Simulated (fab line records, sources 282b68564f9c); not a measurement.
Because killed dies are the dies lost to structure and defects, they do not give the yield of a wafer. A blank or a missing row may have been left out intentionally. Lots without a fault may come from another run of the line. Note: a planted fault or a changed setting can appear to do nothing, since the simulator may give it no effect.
Split-lot experiment / flow rit_cmos / 23 wafers read across 5 lots, on a route 202 steps long

## THE SPLIT ITSELF
At RIT_NLDD_COAT_01 (resist thk 1000 nm), the setting spin_rpm was moved away from the recipe's 3250 rpm on 6 of the 23 wafers read, by -4.8% to -2.8%. This setting was run at the recipe's value on the other wafers.

## FROM THE SPLIT TO THE READING: what the file shows between them, 3 steps
- RIT_NLDD_SOFTBAKE_02: time 60 s
- RIT_NLDD_EXPOSE_03: exposes mask M7, target cd 40700 nm
- RIT_NLDD_DEVELOP_05: develop time 50 s

## THE READING
NOVOLAK_of_NLDD_COAT_01.thk_nm (the simulator's own value, which no gauge read), in nm, at RIT_NLDD_HARDBAKE_07 (time 60 s). No usual value for it is given in the file. The 17 wafers here that ran the recipe average 883.1 nm, standard deviation 3.3 nm.

wafer=L075.2; tool, chamber at the split=litho_track-02, 0; spin_rpm as run, rpm=3159; against the recipe=-2.8%; NOVOLAK_of_NLDD_COAT_01.thk_nm, nm=891.4; against lot-mates on the recipe=+12.8
wafer=L075.3; tool, chamber at the split=litho_track-02, 0; spin_rpm as run, rpm=3250; against the recipe=recipe; NOVOLAK_of_NLDD_COAT_01.thk_nm, nm=879; against lot-mates on the recipe=-
wafer=L075.4; tool, chamber at the split=litho_track-02, 0; spin_rpm as run, rpm=3159; against the recipe=-2.8%; NOVOLAK_of_NLDD_COAT_01.thk_nm, nm=893.2; against lot-mates on the recipe=+14.6
wafer=L075.5; tool, chamber at the split=litho_track-02, 0; spin_rpm as run, rpm=3250; against the recipe=recipe; NOVOLAK_of_NLDD_COAT_01.thk_nm, nm=876.6; against lot-mates on the recipe=-
wafer=L075.6; tool, chamber at the split=litho_track-02, 0; spin_rpm as run, rpm=3250; against the recipe=recipe; NOVOLAK_of_NLDD_COAT_01.thk_nm, nm=880.2; against lot-mates on the recipe=-
wafer=L076.1; tool, chamber at the split=litho_track-04, 0; spin_rpm as run, rpm=3250; against the recipe=recipe; NOVOLAK_of_NLDD_COAT_01.thk_nm, nm=882.6; against lot-mates on the recipe=-
wafer=L076.2; tool, chamber at the split=litho_track-04, 0; spin_rpm as run, rpm=3094; against the recipe=-4.8%; NOVOLAK_of_NLDD_COAT_01.thk_nm, nm=906.2; against lot-mates on the recipe=+21.8
wafer=L076.3; tool, chamber at the split=litho_track-04, 0; spin_rpm as run, rpm=3250; against the recipe=recipe; NOVOLAK_of_NLDD_COAT_01.thk_nm, nm=884.2; against lot-mates on the recipe=-
wafer=L076.5; tool, chamber at the split=litho_track-04, 0; spin_rpm as run, rpm=3094; against the recipe=-4.8%; NOVOLAK_of_NLDD_COAT_01.thk_nm, nm=906; against lot-mates on the recipe=+21.6
wafer=L076.6; tool, chamber at the split=litho_track-04, 0; spin_rpm as run, rpm=3250; against the recipe=recipe; NOVOLAK_of_NLDD_COAT_01.thk_nm, nm=886.4; against lot-mates on the recipe=-
wafer=L078.1; tool, chamber at the split=litho_track-03, 0; spin_rpm as run, rpm=3097; against the recipe=-4.7%; NOVOLAK_of_NLDD_COAT_01.thk_nm, nm=904.3; against lot-mates on the recipe=+22.9
wafer=L078.2; tool, chamber at the split=litho_track-03, 0; spin_rpm as run, rpm=3250; against the recipe=recipe; NOVOLAK_of_NLDD_COAT_01.thk_nm, nm=882.2; against lot-mates on the recipe=-
wafer=L078.3; tool, chamber at the split=litho_track-03, 0; spin_rpm as run, rpm=3097; against the recipe=-4.7%; NOVOLAK_of_NLDD_COAT_01.thk_nm, nm=903.2; against lot-mates on the recipe=+21.8
wafer=L078.5; tool, chamber at the split=litho_track-03, 0; spin_rpm as run, rpm=3250; against the recipe=recipe; NOVOLAK_of_NLDD_COAT_01.thk_nm, nm=882.3; against lot-mates on the recipe=-
wafer=L078.6; tool, chamber at the split=litho_track-03, 0; spin_rpm as run, rpm=3250; against the recipe=recipe; NOVOLAK_of_NLDD_COAT_01.thk_nm, nm=879.7; against lot-mates on the recipe=-
wafer=L083.3; tool, chamber at the split=litho_track-03, 0; spin_rpm as run, rpm=3250; against the recipe=recipe; NOVOLAK_of_NLDD_COAT_01.thk_nm, nm=880.7; against lot-mates on the recipe=-
wafer=L083.4; tool, chamber at the split=litho_track-03, 0; spin_rpm as run, rpm=3250; against the recipe=recipe; NOVOLAK_of_NLDD_COAT_01.thk_nm, nm=881.9; against lot-mates on the recipe=-
wafer=L083.5; tool, chamber at the split=litho_track-03, 0; spin_rpm as run, rpm=3250; against the recipe=recipe; NOVOLAK_of_NLDD_COAT_01.thk_nm, nm=881.7; against lot-mates on the recipe=-
wafer=L085.1; tool, chamber at the split=litho_track-04, 0; spin_rpm as run, rpm=3250; against the recipe=recipe; NOVOLAK_of_NLDD_COAT_01.thk_nm, nm=885.9; against lot-mates on the recipe=-
wafer=L085.2; tool, chamber at the split=litho_track-04, 0; spin_rpm as run, rpm=3250; against the recipe=recipe; NOVOLAK_of_NLDD_COAT_01.thk_nm, nm=887.1; against lot-mates on the recipe=-
wafer=L085.3; tool, chamber at the split=litho_track-04, 0; spin_rpm as run, rpm=3250; against the recipe=recipe; NOVOLAK_of_NLDD_COAT_01.thk_nm, nm=888.6; against lot-mates on the recipe=-
wafer=L085.4; tool, chamber at the split=litho_track-04, 0; spin_rpm as run, rpm=3250; against the recipe=recipe; NOVOLAK_of_NLDD_COAT_01.thk_nm, nm=887; against lot-mates on the recipe=-
wafer=L085.6; tool, chamber at the split=litho_track-04, 0; spin_rpm as run, rpm=3250; against the recipe=recipe; NOVOLAK_of_NLDD_COAT_01.thk_nm, nm=887.3; against lot-mates on the recipe=-

FIT RESULTS
A straight line over all 23 wafers: NOVOLAK_of_NLDD_COAT_01.thk_nm changes by -4.43 nm for each +1% of spin_rpm; r = -0.94; the points scatter about the line by 3.2 nm.
The same after taking each lot's own level away (the mean of its wafers on the recipe; 23 wafers): -4.66 nm for each +1%; r = -0.99; scatter 1.1 nm.
On that fit, the largest move of spin_rpm shifts the reading by 22 nm.
The span of the lots' own levels, 878.60 to 887.18 nm, comes to 2.6 times the standard deviation stated above.
So the lot-to-lot level changes the slope little: the two slopes agree.
Check: with one of the wafers moved furthest among these (-4.8%) left out of the fit, the line predicts +22.6 nm for it against its lot-mates. Against them it came out at +21.8 nm.

## THE WHOLE CHAIN: every reading that the file lists as answering this split, in the file's order
step=RIT_NLDD_COAT_01; what it does=resist thk 1000 nm; reading=NOVOLAK_of_NLDD_COAT_01.thk_nm (the simulator's own value, which no gauge read); change (the file's fit)=-5.34 nm for each +1% of the setting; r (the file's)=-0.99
step=RIT_NLDD_HARDBAKE_07; what it does=time 60 s; reading=NOVOLAK_of_NLDD_COAT_01.thk_nm (the simulator's own value, which no gauge read); change (the file's fit)=-4.67 nm for each +1% of the setting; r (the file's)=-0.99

## THE FILE'S OWN FIT
NOVOLAK_of_NLDD_COAT_01.thk_nm changes by -4.67 nm for each +1% of spin_rpm, r = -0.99.
